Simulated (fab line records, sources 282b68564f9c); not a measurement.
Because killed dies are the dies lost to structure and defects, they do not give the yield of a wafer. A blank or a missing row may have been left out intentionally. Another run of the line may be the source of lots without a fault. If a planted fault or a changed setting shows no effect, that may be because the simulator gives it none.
Which of the tools did it? + flow rit_cmos + 14 lots with 42 wafers sampled at 2 steps, on a route of 202 steps

## WHAT THE GAUGES READ, wafer by wafer
RIT_GATE_THK_MEAS_07.
| lot  | measured    | on            | GATE_OXIDE_THK (nm) |
|------|-------------|---------------|---------------------|
| L199 | day 2 13:13 | film_metro-02 | 3.10 2.96 3.08      |
| L200 | day 2 19:29 | film_metro-02 | 3.01 2.97 3.08      |
| L201 | day 3 03:01 | film_metro-01 | 3.05 3.07 3.06      |
| L202 | day 3 05:46 | film_metro-03 | 3.08 3.02 3.10      |
| L203 | day 3 07:07 | film_metro-03 | 3.13 3.01 3.03      |
| L204 | day 3 16:04 | film_metro-01 | 3.07 3.06 3.04      |
| L209 | day 4 18:07 | film_metro-01 | 2.99 3.03 2.99      |
| L210 | day 4 19:09 | film_metro-03 | 2.40 2.42 2.52      |
| L213 | day 5 11:55 | film_metro-01 | 2.46 2.45 2.45      |
| L215 | day 5 22:36 | film_metro-01 | 3.08 3.05 3.06      |
| L216 | day 6 02:43 | film_metro-02 | 3.08 3.12 3.14      |
| L217 | day 6 05:52 | film_metro-01 | 3.05 3.06 3.03      |
| L218 | day 6 10:18 | film_metro-02 | 3.05 3.13 3.13      |
| L221 | day 7 01:01 | film_metro-03 | 3.08 3.14 3.06      |

## TOOL THAT RAN EACH LOT (tool first, then ch and the chambers of the sampled wafers, then the start)
| lot  | RIT_GATE_OXIDATION_05        |
|------|------------------------------|
| L199 | furnace-04 ch 0, day 2 10:44 |
| L200 | furnace-04 ch 0, day 2 16:08 |
| L201 | furnace-03 ch 0, day 3 01:26 |
| L202 | furnace-03 ch 0, day 3 04:26 |
| L203 | furnace-03 ch 0, day 3 05:46 |
| L204 | furnace-03 ch 0, day 3 13:29 |
| L209 | furnace-03 ch 0, day 4 16:47 |
| L210 | furnace-04 ch 0, day 4 17:50 |
| L213 | furnace-04 ch 0, day 5 10:34 |
| L215 | furnace-03 ch 0, day 5 21:16 |
| L216 | furnace-01 ch 0, day 6 00:31 |
| L217 | furnace-01 ch 0, day 6 04:32 |
| L218 | furnace-01 ch 0, day 6 08:55 |
| L221 | furnace-03 ch 0, day 6 22:22 |
- RIT_GATE_OXIDATION_05: target thk 3 nm, ox time 270 s.

## WHAT THE TOOLS THEMSELVES READ (means of the sampled wafers that have a number; where no wafer has one, the mark that the record gives instead)
RIT_GATE_OXIDATION_05.
| lot  | tool       | spike_tc_centre_C (C) | spike_tc_load_C (C) | spike_tc_source_C (C) | zone_power_source_pct (%) |
|------|------------|-----------------------|---------------------|-----------------------|---------------------------|
| L199 | furnace-04 | 902.4                 | 926.3               | 928.5                 | 25.8                      |
| L200 | furnace-04 | 901.9                 | 925.8               | 929.0                 | 25.8                      |
| L201 | furnace-03 | 904.0                 | 924.5               | 925.7                 | 29.0                      |
| L202 | furnace-03 | 902.5                 | 925.0               | 924.4                 | 28.8                      |
| L203 | furnace-03 | 903.0                 | 924.8               | 924.5                 | 29.3                      |
| L204 | furnace-03 | 901.8                 | 925.4               | 924.2                 | 29.1                      |
| L209 | furnace-03 | 902.5                 | 924.9               | 924.7                 | 29.2                      |
| L210 | furnace-04 | 886.3                 | 910.0               | 913.1                 | 24.8                      |
| L213 | furnace-04 | 886.0                 | 909.7               | 913.8                 | 25.0                      |
| L215 | furnace-03 | 901.9                 | 925.1               | 924.6                 | 29.0                      |
| L216 | furnace-01 | 902.2                 | 928.7               | 924.8                 | 26.7                      |
| L217 | furnace-01 | 902.6                 | 928.2               | 924.7                 | 26.5                      |
| L218 | furnace-01 | 902.3                 | 927.2               | 924.0                 | 26.5                      |
| L221 | furnace-03 | 904.0                 | 925.0               | 925.3                 | 29.0                      |

## THE ANSWER, worked out from the rows above alone
Rule: what is usual is taken from the lots themselves. The widest of any qualifying gaps counts: lots, ordered by their means at a reading, are off when they make up no more than a third of the lots, leave a main group of 4 or more, and stand apart from it by 3 or more times the standard deviation of that group's means. A main group whose means are all the same, to the digits that the tables above print for the reading, isn't used. Also off: a lot with no number at a reading for which 4 or more lots have one. All remaining lots with rows at the step are treated as sound. First the gauges in route order, then the tools' own readings, where a lot's mean is used as printed above. At the first step where some lot is off, the reading lying furthest off is the one used; lots without a number count as furthest.
Off: L210, L213, at RIT_GATE_THK_MEAS_07 (GATE_OXIDE_THK). Mean 3.06 nm and standard deviation 0.03 in the main group.
If a tool, at a process step before that reading, ran all the lots that are off and no sound lot after the first of them, it fits. Not tried: the gauges at RIT_GATE_THK_MEAS_07; whatever is off there is also off at RIT_GATE_OXIDATION_05, on other tools, and gauge error can't account for it. One candidate fits, namely furnace-04 at RIT_GATE_OXIDATION_05. A fault onset in the window from L200 (day 2 16:08, its last sound lot) to L210 (day 4 17:50, its first lot off) fits.
The tool's own readings at RIT_GATE_OXIDATION_05 bear it out: on the lots that are off they differ by more than 5 times the standard deviation of the sound lots' means. spike_tc_centre_C reads 886.1 C there against 902.6 C on the sound lots; spike_tc_load_C reads 909.9 C there against 925.9 C on the sound lots; spike_tc_source_C reads 913.5 C there against 925.4 C on the sound lots.

## WHAT WAS PUT IN BY THE SIMULATOR
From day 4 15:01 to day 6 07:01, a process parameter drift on furnace-04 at RIT_GATE_OXIDATION_05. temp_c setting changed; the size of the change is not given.
Lots struck among those shown: L210, L213. This agrees with what the rule above found.
